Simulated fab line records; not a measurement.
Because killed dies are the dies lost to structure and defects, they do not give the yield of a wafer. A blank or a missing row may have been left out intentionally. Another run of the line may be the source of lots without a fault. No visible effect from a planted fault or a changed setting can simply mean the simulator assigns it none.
Which tool did it?	flow rit_cmos	14 lots, 42 wafers sampled, at 3 steps of a route of 202

== WHAT EACH GAUGE READ, for each wafer ==
RIT_M1_RS_MEAS_01: a four-point-probe measurement. Usual: M1_AL_RS 0.0735 ohm/sq, standard deviation 0.00098.
lot	measured	on	M1_AL_RS (ohm/sq)	flag
L832	day 3 05:40	film_metro-03	0.0736 0.0720 0.0736	
L833	day 3 11:54	film_metro-04	0.0739 0.0744 0.0730	
L834	day 3 19:31	film_metro-04	0.0716 0.0729 0.0730	
L836	day 4 02:05	film_metro-04	0.0721 0.0733 0.0715	
L838	day 4 13:24	film_metro-03	0.0742 0.0736 0.0745	
L839	day 4 22:07	film_metro-04	0.0736 0.0724 0.0741	
L840	day 4 23:23	film_metro-03	0.0740 0.0744 0.0741	
L842	day 5 08:01	film_metro-03	0.0747 0.0745 0.0739	
L843	day 5 13:57	film_metro-02	0.0736 0.0721 0.0745	
L844	day 5 21:49	film_metro-02	0.0723 0.0725 0.0727	
L846	day 6 06:29	film_metro-02	0.0729 0.0745 0.0741	
L848	day 6 19:01	film_metro-02	0.0648 0.0656 0.0654	OFF
L849	day 6 22:43	film_metro-03	0.0742 0.0752 0.0752	
L854	day 7 20:20	film_metro-04	0.0651 0.0651 0.0651	OFF

RIT_M1_THK_MEAS_02: measures by xrf. Usual: M1_AL_THK 407 nm, standard deviation 5.9.
lot	measured	on	M1_AL_THK (nm)	flag
L832	day 3 05:47	film_metro-03	401 415 402	
L833	day 3 12:01	film_metro-04	407 405 412	
L834	day 3 19:38	film_metro-04	421 411 413	
L836	day 4 02:11	film_metro-04	417 409 420	
L838	day 4 13:30	film_metro-03	401 406 402	
L839	day 4 22:14	film_metro-04	407 417 406	
L840	day 4 23:29	film_metro-03	403 399 403	
L842	day 5 08:08	film_metro-03	400 403 404	
L843	day 5 14:04	film_metro-02	402 410 399	
L844	day 5 21:56	film_metro-02	410 410 408	
L846	day 6 06:35	film_metro-02	408 400 403	
L848	day 6 19:08	film_metro-02	457 454 454	OFF
L849	day 6 22:50	film_metro-03	404 396 398	
L854	day 7 20:27	film_metro-04	461 461 462	OFF

== EACH LOT AND THE TOOL THAT RAN IT (in order: tool; ch and the chambers of the sampled wafers; start) ==
lot	RIT_M1_SPUTTER_00
L832	pvd_sputter-02, day 3 05:22
L833	pvd_sputter-04, day 3 11:35
L834	pvd_sputter-02, day 3 19:13
L836	pvd_sputter-03, day 4 01:46
L838	pvd_sputter-03, day 4 13:04
L839	pvd_sputter-02, day 4 21:49
L840	pvd_sputter-03, day 4 23:04
L842	pvd_sputter-03, day 5 07:44
L843	pvd_sputter-02, day 5 13:40
L844	pvd_sputter-03, day 5 21:31
L846	pvd_sputter-03, day 6 06:10
L848	pvd_sputter-03, day 6 18:43
L849	pvd_sputter-02, day 6 22:25
L854	pvd_sputter-03, day 7 20:02
- RIT_M1_SPUTTER_00: material Al, target thk 400 nm, time 500 s.

== AS READ BY THE TOOLS THEMSELVES (means over the sampled wafers that have a number; for cases with no such wafer, the mark the record gives instead) ==
RIT_M1_SPUTTER_00. Usual: substrate_temp_c 25.00 C, standard deviation 0.1; throttle_valve_pct 30.3 %, standard deviation 1.2.
lot	tool	substrate_temp_c (C)	throttle_valve_pct (%)	flag
L832	pvd_sputter-02	25.08	31.2	
L833	pvd_sputter-04	25.07	29.3	
L834	pvd_sputter-02	25.09	30.0	
L836	pvd_sputter-03	25.09	30.2	
L838	pvd_sputter-03	24.97	30.8	
L839	pvd_sputter-02	24.92	30.0	
L840	pvd_sputter-03	24.97	30.3	
L842	pvd_sputter-03	25.04	30.8	
L843	pvd_sputter-02	25.05	30.7	
L844	pvd_sputter-03	25.04	29.6	
L846	pvd_sputter-03	24.96	29.9	
L848	pvd_sputter-03	25.08	31.4	
L849	pvd_sputter-02	25.05	31.6	
L854	pvd_sputter-03	25.01	30.9	

== THE ANSWER, worked out from the rows above alone ==
Rule: a lot is off if the mean of its wafers that have a number lies more than 3 standard deviations from the usual mean. A lot without any number at a reading at which 4 lots or more have one is off too. Where the step has rows for the other lots, those lots are counted as sound. The gauges are gone through in route order, then the tools' own readings, and for those a lot's mean is taken as printed above. At the first step where some lot is off, the reading lying furthest off is the one used; lots without a number count as furthest.
Off: L848, L854, seen at RIT_M1_RS_MEAS_01 (M1_AL_RS).
If a tool, at a process step before that reading, ran all the lots that are off and no sound lot after the first of them, it fits. The gauges at RIT_M1_RS_MEAS_01 are tried like those tools. One fits: RIT_M1_SPUTTER_00 on pvd_sputter-03. Its last sound lot is L846 (day 6 06:10), its first lot that is off L848 (day 6 18:43): a fault that began between those two fits.

== WHAT THE SIMULATOR HAD INSERTED ==
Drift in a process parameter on pvd_sputter-03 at RIT_M1_SPUTTER_00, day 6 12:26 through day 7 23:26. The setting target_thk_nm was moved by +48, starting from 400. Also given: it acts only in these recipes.
Shown lots that were struck: L848, L854. This agrees with what the rule above found.
